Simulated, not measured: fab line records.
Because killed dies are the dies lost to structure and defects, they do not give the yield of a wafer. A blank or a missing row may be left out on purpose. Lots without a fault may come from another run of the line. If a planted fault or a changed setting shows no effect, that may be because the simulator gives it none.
Chamber matching :: flow berkeley_cmos170 :: UCB170_V2_CMP_02 on cmp-02 has 4 sister chambers
The step polishes SiO2. 8 wafers are shown with their chamber, then 7 later ones without.

WAFERS PAIRED WITH THEIR CHAMBERS
wafer: L900.2
chamber: 0
motor_current_A (A): 16.2
slurry_filter_dp_kPa (kPa): 13.40

wafer: L900.6
chamber: 1
motor_current_A (A): 14.3
slurry_filter_dp_kPa (kPa): 13.77

wafer: L902.3
chamber: 0
motor_current_A (A): 16.4
slurry_filter_dp_kPa (kPa): 13.41

wafer: L905.3
chamber: 2
motor_current_A (A): 17.3
slurry_filter_dp_kPa (kPa): 13.48

wafer: L910.5
chamber: 3
motor_current_A (A): 14.6
slurry_filter_dp_kPa (kPa): 13.66

wafer: L910.6
chamber: 2
motor_current_A (A): 17.2
slurry_filter_dp_kPa (kPa): 13.68

wafer: L915.2
chamber: 1
motor_current_A (A): 13.7
slurry_filter_dp_kPa (kPa): 13.56

wafer: L915.4
chamber: 3
motor_current_A (A): 14.7
slurry_filter_dp_kPa (kPa): 13.44

WAFERS WITHOUT THEIR CHAMBER
wafer: L915.6
motor_current_A (A): 17.4
slurry_filter_dp_kPa (kPa): 13.39

wafer: L917.1
motor_current_A (A): 14.2
slurry_filter_dp_kPa (kPa): 13.45

wafer: L917.4
motor_current_A (A): 17.9
slurry_filter_dp_kPa (kPa): 13.43

wafer: L917.5
motor_current_A (A): 17.8
slurry_filter_dp_kPa (kPa): 13.16

wafer: L919.2
motor_current_A (A): 17.4
slurry_filter_dp_kPa (kPa): 13.38

wafer: L919.3
motor_current_A (A): 14.2
slurry_filter_dp_kPa (kPa): 13.64

wafer: L919.5
motor_current_A (A): 14.2
slurry_filter_dp_kPa (kPa): 13.60

WHICH CHAMBER EACH WENT THROUGH
wafer: L915.6
from the rows above: 2
in truth: 2

wafer: L917.1
from the rows above: can't be placed: 1 or 3
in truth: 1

wafer: L917.4
from the rows above: 2
in truth: 2

wafer: L917.5
from the rows above: 2
in truth: 2

wafer: L919.2
from the rows above: 2
in truth: 2

wafer: L919.3
from the rows above: can't be placed: 1 or 3
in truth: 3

wafer: L919.5
from the rows above: can't be placed: 1 or 3
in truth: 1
4 of 7 placed correctly. Unplaceable from these rows: 3, with the true chamber sitting among the candidates in 3. Placed wrongly: 0.
How it was worked out, from the rows above alone: a wafer's distance from a chamber is the root of the sum, over the readings, of the square of ((its reading less the chamber's mean) divided by the reading's scatter). The wafer belongs to the nearest chamber; if the next one is less than 2 further off, it can't be placed. Each chamber's mean is taken over the wafers shown for it. The scatter: the root of (the sum of the squares of (reading less its chamber's mean) over the shown wafers, divided by (wafers less chambers)).
